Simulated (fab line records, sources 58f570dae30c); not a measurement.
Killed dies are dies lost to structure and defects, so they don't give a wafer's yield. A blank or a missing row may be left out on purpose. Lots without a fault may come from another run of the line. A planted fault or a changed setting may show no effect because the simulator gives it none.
A struck lot beside a sound one | flow berkeley_cmos170 | 17 steps out of a route of 331
Sound: wafers L219.2, L219.3, L219.5. Struck: wafers L227.1, L227.2, L227.5. The cause comes at the end.
At each step with rows: each side's tool, then ch and its chambers, then its first start. Under that, the readings that differ: sound wafers | struck wafers | difference of the means | sigmas: that difference in standard deviations of wafers without a fault.
alike: readings whose means differ by less than 2 such deviations, and words and numbers that are the same on both sides. not compared: withheld readings, readings that some wafer has no value for, bounds like >300 that may hide the same value, and numbers for which the record gives no deviation and whose values overlap.
The two part at a step that has a row with sigmas, a row that says differs or no value, or rows on one side only. Numbers that don't overlap but have no deviation are shown without sigmas and don't part them. A reading that every wafer of one side lacks parts them only if that side has two wafers or more.

UCB170_SACOX_THK_MEAS_02:
  sound on film_metro-03, day 6 19:13; struck on film_metro-04, day 8 00:08
  alike: SACOX_OXIDE_THK
then, 2 steps without rows for these wafers: UCB170_SCREENOX_WET_ETCH_00 (etches SiO2 in dHF, time 200 s); UCB170_SCREENOX_OXIDATION_01 (target thk 14.4 nm, ox time 2400 s).
UCB170_SCREENOX_THK_MEAS_02:
  sound on film_metro-04, day 7 04:04; struck on film_metro-04, day 8 05:43
  alike: SCREENOX_OXIDE_THK
then, 7 steps without rows for these wafers: UCB170_SCREENOX_ANNEAL_03 (time 900 s); UCB170_NVT_HMDS_00 (prime time 60 s); UCB170_NVT_COAT_01 (resist thk 900 nm); UCB170_NVT_SOFTBAKE_02 (time 60 s); UCB170_NVT_EXPOSE_03 (exposes mask PWELL, target cd 3000 nm); UCB170_NVT_PEB_04; UCB170_NVT_DEVELOP_05 (develop time 45 s).
UCB170_NVT_OVL_MEAS_06:
  sound on overlay-01, day 7 11:15; struck on overlay-01, day 8 13:28
  alike: NVT_OVL
UCB170_NVT_IMPLANT_07:
  sound on implanter-04 ch 0, day 7 11:18; struck on implanter-04 ch 0, day 8 13:49
  alike: beam_on_s
UCB170_NVT_STRIP_08: strips in O2.
  sound on plasma_asher-02 ch 1, day 7 11:26; struck on plasma_asher-04 ch 0,1, day 8 13:58
  alike: drypump_motor_current_A, oes_product_au, strip_time_to_endpoint_s
  not compared: rf_hours_counter_h
UCB170_NVT_TW_MEAS_09:
  sound on film_metro-03, day 7 11:32; struck on film_metro-02, day 8 14:11
  reading | sound       | struck      | difference | sigmas
  NVT_TW  | 530 528 528 | 640 644 644 | +114       | +24
then, 1 step without rows for these wafers: UCB170_NVT_CLEAN_10 (cleans in SPM, time 600 s).
UCB170_M3_PROBE_99:
  the record has rows for the sound wafers here (prober-01, day 9 18:49) and none for the struck ones

WHERE THEY PART
First at UCB170_NVT_TW_MEAS_09; last, within this record, at UCB170_M3_PROBE_99.

WHY: what the simulator had put in
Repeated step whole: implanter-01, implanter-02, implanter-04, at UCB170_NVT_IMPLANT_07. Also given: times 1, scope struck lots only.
